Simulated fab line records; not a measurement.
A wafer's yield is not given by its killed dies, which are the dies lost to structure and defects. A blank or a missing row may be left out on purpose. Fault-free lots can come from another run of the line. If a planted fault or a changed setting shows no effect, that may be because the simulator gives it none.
fab line records	flow berkeleyCmos170
record lots=5	wafers=23
route steps=331 shown V1@263 M2@272 M3@322
startH: the number of hours between the record's first day and the start of the first shown wafer of the lot	waitH: time in hours since the lot's previous step	" unchanged from the row above	L1.1+2: several wafers, shown together as one row	- value missing, or start not given	* or withheld: withheld	< > ~ a bound
route shown NAME@n: a module of which the file shows steps, and the number in the route of the first	usual: mean/standard deviation taken from wafers without a fault	same: alike in all rows	chamber/n: place in a boat	sites: per-site readings	_std_site: the standard deviation of these	_edge_site: outer sites' mean less inner sites'	radiusMm: how far each site lies from the wafer's centre	mask NAME#n: copy n	behind: tool/chamber where the wafer was last shaped	hold: why the lot was held/for how many hours/how that ended	device: the transistor (n, p or np) that didn't switch	end of line: the same wafers' tests at the end of the route	step lacking rows: just its recipe	killed: dies lost to structure and defects at the first sort, not the wafer's yield	map: dies across one wafer; x = killed, . = not, _ = none there
set.NAME: the setting the step ran with; set.NAME@STEP: the setting that earlier step ran with	model.NAME: the simulator's own value behind a step, which no gauge read
lots whose settings were changed on purpose; a table a step, a row a wafer
## steps
# step UCB170_V1_EXPOSE_09
# recipe maskId=VIA1	targetCdNm=700	na=0.5	sigmaOuter=0.6	sourceShape=conventional	doseMj=37
lot.wafer	tool	chamber	startH	waitH	mask	set.doseMj
L075.1+2+3+4+6	krfScanner-02	0	187.24	0.2	VIA1#0	37
L078.1+3+6	krfScanner-02	0	196.99	0.4	VIA1#0	38.65
L078.2+5	"	0	"	"	VIA1#0	37
L080.1+4	krfScanner-01	0	198.09	0.2	VIA1#0	37
L080.2+5+6	"	0	"	"	VIA1#0	39.06
L082.2+3+6	krfScanner-02	0	210.77	0.1	VIA1#0	37
L085.2+5+6	krfScanner-02	0	234.60	0.5	VIA1#0	37
L085.3+4	"	0	"	"	VIA1#0	37.78
# step UCB170_V1_PEB_10
# recipe pebTempC=130	pebTimeS=withheld	resist=KrF
# step UCB170_V1_DEVELOP_11
# recipe developer=TMAH	developTimeS=45	resist=KrF	devTempC=21
# step UCB170_V1_CD_MEAS_12
# recipe targetCdNm=700
# usual cdNm=700.1/1.2
lot.wafer	tool	chamber	startH	waitH	set.doseMj@V1_EXPOSE_09	cdNm
L075.1	cdSem-02	-	187.63	-	37	702.6
L075.2	"	-	"	"	37	701.3
L075.3	"	-	"	"	37	699.7
L075.4	"	-	"	"	37	701.5
L075.6	"	-	"	"	37	700.0
L078.1	cdSem-02	-	197.39	-	38.65	706.9
L078.2	"	-	"	"	37	700.9
L078.3	"	-	"	"	38.65	707.5
L078.5	"	-	"	"	37	699.6
L078.6	"	-	"	"	38.65	707.8
L080.1	cdSem-01	-	198.48	-	37	698.3
L080.2	"	-	"	"	39.06	705.9
L080.4	"	-	"	"	37	698.0
L080.5	"	-	"	"	39.06	707.7
L080.6	"	-	"	"	39.06	707.3
L082.2	cdSem-01	-	211.50	-	37	701.4
L082.3	"	-	"	"	37	700.9
L082.6	"	-	"	"	37	701.3
L085.2	cdSem-01	-	235.00	-	37	699.5
L085.3	"	-	"	"	37.78	703.9
L085.4	"	-	"	"	37.78	702.1
L085.5	"	-	"	"	37	700.4
L085.6	"	-	"	"	37	699.6
# step UCB170_V1_ETCH_14
# recipe chemistry=CHF3/CF4/Ar	target=SiO2	stopOn=Al	CHF3_flow_sccm=45	cf4FlowSccm=15	Ar_flow_sccm=150	pressureMtorr=200	rfW=700	targetDepthA=12500	overEtchFrac=0.25	timeS=291
lot.wafer	tool	chamber	startH	waitH	set.doseMj@V1_EXPOSE_09	model.V1.cdNm
L075.1	rieDiel-01	0	187.79	0.0	37	703.7
L075.2	"	3	"	"	37	702.9
L075.3	"	1	"	"	37	699.3
L075.4	"	0	"	"	37	701.8
L075.6	"	3	"	"	37	701.7
L078.1	rieDiel-01	3	197.54	0.0	38.65	708.5
L078.2	"	1	"	"	37	699.9
L078.3	"	0	"	"	38.65	707.8
L078.5	"	3	"	"	37	700.8
L078.6	"	1	"	"	38.65	706.8
L080.1	rieDiel-03	0	198.64	0.0	37	700.3
L080.2	"	2	"	"	39.06	704.9
L080.4	"	3	"	"	37	698
L080.5	"	0	"	"	39.06	709.3
L080.6	"	3	"	"	39.06	706.4
L082.2	rieDiel-03	2	211.63	0.0	37	701.1
L082.3	"	0	"	"	37	702
L082.6	"	3	"	"	37	701.6
L085.2	rieDiel-03	1	235.13	0.0	37	699.6
L085.3	"	3	"	"	37.78	703.7
L085.4	"	2	"	"	37.78	701.9
L085.5	"	2	"	"	37	699.5
L085.6	"	3	"	"	37	699
# step UCB170_V1_STRIP_15
# recipe chemistry=O2	powerW=400	pressureMtorr=3500	platenTempC=withheld	o2FlowSccm=400	overashFraction=0.5
# step UCB170_V1_CD_MEAS_90
# recipe targetCdNm=700
# usual cdNm=700.2/1.6
lot.wafer	tool	chamber	startH	waitH	set.doseMj@V1_EXPOSE_09	cdNm
L075.1	cdSem-02	-	188.07	0.1	37	704.0
L075.2	"	-	"	"	37	703.0
L075.3	"	-	"	"	37	699.4
L075.4	"	-	"	"	37	701.8
L075.6	"	-	"	"	37	701.9
L078.1	cdSem-02	-	197.82	0.1	38.65	708.4
L078.2	"	-	"	"	37	699.9
L078.3	"	-	"	"	38.65	707.7
L078.5	"	-	"	"	37	701.0
L078.6	"	-	"	"	38.65	706.9
L080.1	cdSem-01	-	198.92	0.1	37	700.4
L080.2	"	-	"	"	39.06	705.0
L080.4	"	-	"	"	37	698.0
L080.5	"	-	"	"	39.06	709.0
L080.6	"	-	"	"	39.06	705.9
L082.2	cdSem-01	-	211.93	0.1	37	701.2
L082.3	"	-	"	"	37	702.2
L082.6	"	-	"	"	37	701.6
L085.2	cdSem-01	-	235.43	0.1	37	699.6
L085.3	"	-	"	"	37.78	703.8
L085.4	"	-	"	"	37.78	702.1
L085.5	"	-	"	"	37	699.4
L085.6	"	-	"	"	37	699.1
# step UCB170_M2_SPUTTER_01
# recipe material=Al	targetThkNm=900	timeS=120	powerW=6000	chamberPressurePa=0.5
lot.wafer	tool	chamber	startH	waitH	set.chamberPressurePa	model.Al_of_M2_SPUTTER_01.thkNm
L075.1	pvdSputter-04	-	188.26	0.0	0.5479	872.8
L075.2	"	-	"	"	0.5479	883.5
L075.3	"	-	"	"	0.5479	883.1
L075.4	"	-	"	"	0.5479	878.8
L075.6	"	-	"	"	0.5479	886
L078.1	pvdSputter-01	-	198.01	0.0	0.4661	913.8
L078.2	"	-	"	"	0.4661	917.3
L078.3	"	-	"	"	0.4661	906.6
L078.5	"	-	"	"	0.4661	912.4
L078.6	"	-	"	"	0.4661	919.9
L080.1	pvdSputter-02	-	199.10	0.0	0.4274	949.9
L080.2	"	-	"	"	0.4274	949.1
L080.4	"	-	"	"	0.4274	951
L080.5	"	-	"	"	0.4274	967.9
L080.6	"	-	"	"	0.4274	949.2
L082.2	pvdSputter-02	-	212.10	0.0	0.5	913.7
L082.3	"	-	"	"	0.5	901.6
L082.6	"	-	"	"	0.5	917.4
L085.2	pvdSputter-01	-	235.60	0.0	0.5	913.3
L085.3	"	-	"	"	0.5	918.5
L085.4+6	"	-	"	"	0.5	912.4
L085.5	"	-	"	"	0.5	907.4
# step UCB170_M3_PEB_13
# recipe pebTempC=130	pebTimeS=withheld	resist=KrF
lot.wafer	tool	chamber	startH	waitH	set.pebTempC
L075.1+6	lithoTrack-02	0	195.69	0.3	127.5
L075.2+3+4	"	0	"	"	130
L078.1+2+3	lithoTrack-03	0	206.48	0.5	131.7
L078.5+6	"	0	"	"	130
L080.1+2+5	lithoTrack-03	0	207.77	0.1	130
L080.4+6	"	0	"	"	131.8
L082.2+3+6	lithoTrack-02	0	221.33	0.1	130
L085.2+5+6	lithoTrack-04	0	243.00	0.2	133.9
L085.3+4	"	0	"	"	130
# step UCB170_M3_DEVELOP_14
# recipe developer=TMAH	developTimeS=45	resist=KrF	devTempC=21
# step UCB170_M3_CD_MEAS_15
# recipe targetCdNm=700
# usual cdNm=699.8/1.9
lot.wafer	tool	chamber	startH	waitH	set.pebTempC@M3_PEB_13	cdNm
L075.1	cdSem-01	-	195.97	-	127.5	719.6
L075.2	"	-	"	"	130	701.7
L075.3	"	-	"	"	130	702.1
L075.4	"	-	"	"	130	702.0
L075.6	"	-	"	"	127.5	721.0
L078.1	cdSem-02	-	206.75	-	131.7	690.0
L078.2	"	-	"	"	131.7	688.8
L078.3	"	-	"	"	131.7	689.6
L078.5	"	-	"	"	130	699.6
L078.6	"	-	"	"	130	700.4
L080.1	cdSem-01	-	208.04	-	130	695.8
L080.2	"	-	"	"	130	696.6
L080.4	"	-	"	"	131.8	686.1
L080.5	"	-	"	"	130	697.2
L080.6	"	-	"	"	131.8	684.1
L082.2	cdSem-01	-	221.60	-	130	697.3
L082.3	"	-	"	"	130	697.4
L082.6	"	-	"	"	130	697.1
L085.2	cdSem-02	-	243.35	-	133.9	678.9
L085.3	"	-	"	"	130	699.7
L085.4	"	-	"	"	130	702.3
L085.5	"	-	"	"	133.9	678.2
L085.6	"	-	"	"	133.9	678.7
# step UCB170_M3_ETCH_17
# recipe chemistry=N2/H2	targetDepthA=withheld	overetchA=withheld	target=BARC	timeS=withheld	sourceW=500	biasW=100	pressureMtorr=30	n2FlowSccm=100	h2FlowSccm=200
lot.wafer	tool	chamber	startH	waitH	set.pebTempC@M3_PEB_13	model.M3.cdNm
L075.1	rieDiel-01	1	196.13	0.0	127.5	720.2
L075.2	"	3	"	"	130	701.8
L075.3	"	0	"	"	130	701.7
L075.4	"	1	"	"	130	701.9
L075.6	"	3	"	"	127.5	720.7
L078.1	rieDiel-04	2	206.91	0.0	131.7	689.4
L078.2	"	0	"	"	131.7	687.9
L078.3	"	3	"	"	131.7	688.4
L078.5	"	0	"	"	130	698.6
L078.6	"	3	"	"	130	698.9
L080.1	rieDiel-04	2	208.20	0.0	130	695.7
L080.2	"	3	"	"	130	695.4
L080.4	"	3	"	"	131.8	684.4
L080.5	"	0	"	"	130	695.8
L080.6	"	2	"	"	131.8	683.5
L082.2	rieDiel-01	0	221.73	0.0	130	-
L082.3	"	1	"	"	130	698.1
L082.6	"	3	"	"	130	696.8
L085.2	rieDiel-02	1	243.48	0.0	133.9	678.6
L085.3	"	1	"	"	130	699.2
L085.4	"	3	"	"	130	701.1
L085.5	"	1	"	"	133.9	677.8
L085.6	"	3	"	"	133.9	678.2
# step UCB170_M3_METAL_ETCH_18
# recipe chemistry=Cl2/BCl3	target=Al	stopOn=SiO2	pressureMtorr=12	targetDepthA=11700	overEtchFrac=0.3	timeS=195	icpW=600	biasW=120	Cl2_flow_sccm=90	bcl3FlowSccm=45
lot.wafer	tool	chamber	startH	waitH	set.icpW	set.pebTempC@M3_PEB_13	model.M3.cdNm
L075.1	rieMetal-04	1	196.17	-	624.8	127.5	718.3
L075.2	"	0	"	"	600	130	704.8
L075.3	"	1	"	"	600	130	700.4
L075.4	"	0	"	"	624.8	130	702.1
L075.6	"	0	"	"	600	127.5	724.5
L078.1	rieMetal-01	0	206.95	-	600	131.7	692
L078.2	"	0	"	"	547.7	131.7	691.9
L078.3	"	0	"	"	600	131.7	689.5
L078.5	"	0	"	"	547.7	130	703.8
L078.6	"	0	"	"	600	130	700.3
L080.1	rieMetal-03	1	208.24	-	600	130	692.8
L080.2	"	1	"	"	665.2	130	691
L080.4	"	1	"	"	665.2	131.8	678.8
L080.5	"	1	"	"	600	130	696.9
L080.6	"	1	"	"	665.2	131.8	677.9
L082.2	rieMetal-04	0	221.77	-	600	130	694.7
L082.3	"	1	"	"	600	130	693.2
L082.6	"	1	"	"	600	130	694.9
L085.2	rieMetal-01	1	243.55	-	600	133.9	677.1
L085.3	"	0	"	"	600	130	697.2
L085.4	"	1	"	"	600	130	698.9
L085.5	"	1	"	"	600	133.9	677.6
L085.6	"	0	"	"	600	133.9	679.9
# step UCB170_M3_STRIP_19
# recipe chemistry=O2	powerW=400	pressureMtorr=3500	platenTempC=withheld	o2FlowSccm=400	overashFraction=0.5
# step UCB170_M3_CD_MEAS_90
# recipe targetCdNm=700
# usual cdNm=698.1/2.8
lot.wafer	tool	chamber	startH	waitH	set.pebTempC@M3_PEB_13	cdNm
L075.1	cdSem-01	-	196.46	0.1	127.5	718.5
L075.2	"	-	"	"	130	704.7
L075.3	"	-	"	"	130	700.5
L075.4	"	-	"	"	130	701.9
L075.6	"	-	"	"	127.5	724.6
L078.1	cdSem-01	-	207.43	0.1	131.7	692.0
L078.2	"	-	"	"	131.7	691.8
L078.3	"	-	"	"	131.7	689.8
L078.5	"	-	"	"	130	703.9
L078.6	"	-	"	"	130	700.3
L080.1	cdSem-01	-	208.72	0.1	130	692.6
L080.2	"	-	"	"	130	690.8
L080.4	"	-	"	"	131.8	678.7
L080.5	"	-	"	"	130	696.9
L080.6	"	-	"	"	131.8	678.0
L082.2	cdSem-02	-	222.08	0.1	130	694.8
L082.3	"	-	"	"	130	693.4
L082.6	"	-	"	"	130	694.6
L085.2	cdSem-02	-	243.85	0.1	133.9	677.3
L085.3	"	-	"	"	130	697.0
L085.4	"	-	"	"	130	698.7
L085.5	"	-	"	"	133.9	677.6
L085.6	"	-	"	"	133.9	679.9
## key
split step=UCB170_V1_EXPOSE_09	setting=doseMj	stated=37	by=wafer
response step=UCB170_V1_CD_MEAS_12	reading=cdNm	change=+1.58	per=1%	r=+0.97
response step=UCB170_V1_ETCH_14	reading=model.V1.cdNm	change=+1.5	per=1%	r=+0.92
response step=UCB170_V1_CD_MEAS_90	reading=cdNm	change=+1.46	per=1%	r=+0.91
split step=UCB170_M2_SPUTTER_01	setting=chamberPressurePa	stated=0.5	by=lot
response step=UCB170_M2_SPUTTER_01	reading=model.Al_of_M2_SPUTTER_01.thkNm	change=-2.77	per=1%	r=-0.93
split step=UCB170_M3_PEB_13	setting=pebTempC	stated=130	by=wafer
response step=UCB170_M3_CD_MEAS_15	reading=cdNm	change=-8.08	per=1%	r=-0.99
response step=UCB170_M3_ETCH_17	reading=model.M3.cdNm	change=-8.04	per=1%	r=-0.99
response step=UCB170_M3_METAL_ETCH_18	reading=model.M3.cdNm	change=-8.05	per=1%	r=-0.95
response step=UCB170_M3_CD_MEAS_90	reading=cdNm	change=-8.02	per=1%	r=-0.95
split step=UCB170_M3_METAL_ETCH_18	setting=icpW	stated=600	by=wafer
response none clear
